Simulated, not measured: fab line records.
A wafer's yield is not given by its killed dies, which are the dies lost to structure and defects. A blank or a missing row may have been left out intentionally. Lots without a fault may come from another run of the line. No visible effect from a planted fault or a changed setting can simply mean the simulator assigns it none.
Which tool did it?	flow rit cmos	Sampling: 13 lots, 39 wafers, 3 of 202 route steps

== WHAT THE GAUGES SHOWED, per wafer ==
RIT_ACTIVE_CD_MEAS_11: the cd target is 1400 nm.
lot	measured	on	cd nm (nm)
L896	day 1 19:35	cd sem-01	1401.6 1402.7 1403.5
L897	day 2 00:29	cd sem-01	1401.3 1402.0 1402.6
L898	day 2 05:34	cd sem-01	1400.4 1403.9 1404.6
L899	day 2 10:35	cd sem-01	1400.4 1398.9 1403.2
L900	day 2 16:30	cd sem-01	1400.9 1400.4 1400.8
L901	day 2 20:35	cd sem-01	1400.5 1400.7 1399.4
L909	day 4 12:36	cd sem-01	1398.8 1400.7 1397.4
L912	day 5 05:26	cd sem-02	1401.9 1401.9 1404.5
L913	day 5 08:34	cd sem-02	1399.2 1400.0 1397.2
L914	day 5 13:35	cd sem-02	1397.6 1399.5 1396.4
L915	day 5 18:34	cd sem-02	1400.8 1403.0 1401.5
L916	day 5 23:40	cd sem-01	1400.9 1400.2 1401.6
L918	day 6 10:58	cd sem-02	1399.9 1400.4 1399.8

RIT_SPACER_THK_MEAS_04.
lot	measured	on	SPACER_NITRIDE_THK (nm)
L896	day 3 03:05	film metro-02	250.7 252.1 249.6
L897	day 3 06:52	film metro-02	247.5 248.0 246.7
L898	day 3 12:29	film metro-01	246.3 244.8 245.1
L899	day 3 17:08	film metro-01	252.1 250.9 250.2
L900	day 4 00:52	film metro-04	246.6 244.3 244.2
L901	day 4 04:02	film metro-01	248.2 245.0 248.0
L909	day 5 20:58	film metro-02	255.2 254.2 256.3
L912	day 6 11:58	film metro-01	250.9 249.9 250.0
L913	day 6 15:27	film metro-04	246.1 248.7 244.1
L914	day 6 21:44	film metro-01	249.6 247.3 247.2
L915	day 7 00:51	film metro-02	255.0 252.2 252.6
L916	day 7 08:22	film metro-04	248.9 249.3 248.1
L918	day 7 17:06	film metro-01	248.7 250.0 252.1

== WHAT TOOL EACH LOT RAN ON (gives the tool, then ch and the chambers of the sampled wafers, and finally the start) ==
lot	RIT_ACTIVE_CLEAN_16
L896	wet bench-01 ch 0, day 1 20:28
L897	wet bench-04 ch 0, day 2 01:19
L898	wet bench-01 ch 0, day 2 06:26
L899	wet bench-01 ch 0, day 2 11:26
L900	wet bench-01 ch 0, day 2 17:24
L901	wet bench-04 ch 0, day 2 21:26
L909	wet bench-04 ch 2, day 4 13:26
L912	wet bench-01 ch 0, day 5 06:17
L913	wet bench-02 ch 2, day 5 09:26
L914	wet bench-04 ch 3, day 5 14:46
L915	wet bench-02 ch 2, day 5 19:26
L916	wet bench-02 ch 1, day 6 00:31
L918	wet bench-02 ch 2, day 6 11:49
- RIT_ACTIVE_CLEAN_16: cleans in dHF, time 30 s.

== WHAT THE TOOLS THEMSELVES READ (means of the sampled wafers that have a number; where no wafer has one, the mark that the record gives instead) ==
RIT_ACTIVE_CLEAN_16.
lot	tool	run length s (s)
L896	wet bench-01	62.4
L897	wet bench-04	57.3
L898	wet bench-01	56.2
L899	wet bench-01	56.1
L900	wet bench-01	62.8
L901	wet bench-04	58.5
L909	wet bench-04	41.8
L912	wet bench-01	56.7
L913	wet bench-02	56.1
L914	wet bench-04	62.3
L915	wet bench-02	56.5
L916	wet bench-02	57.5
L918	wet bench-02	57.1

== THE ANSWER, worked out from the rows above alone ==
Rule: usual is defined by the lots themselves. The widest of any qualifying gaps counts: lots, ordered by their means at a reading, are off when they make up no more than a third of the lots, leave a main group of 4 or more, and stand apart from it by 3 or more times the standard deviation of that group's means. The tables above print the reading to a certain number of digits; a main group whose means all agree to those digits is not used. Also off: a lot with no number at a reading for which 4 or more lots have one. Any other lot the step has rows for is counted as sound. After the gauges, taken in route order, come the tools' own readings; for these a lot's mean is taken, as printed above. The first step at which some lot is off is used, and at that step the reading that is off furthest; a lot without a number counts as furthest.
Off at RIT_ACTIVE_CLEAN_16 (run length s): L909. Main group: mean 58.3 s, sd 2.5.
A tool fits if, at that step or a process step before it, it ran every lot that is off, and no sound lot after the first of them. Not one of the candidates tried fits.

== WHAT THE SIMULATOR HAD PUT IN ==
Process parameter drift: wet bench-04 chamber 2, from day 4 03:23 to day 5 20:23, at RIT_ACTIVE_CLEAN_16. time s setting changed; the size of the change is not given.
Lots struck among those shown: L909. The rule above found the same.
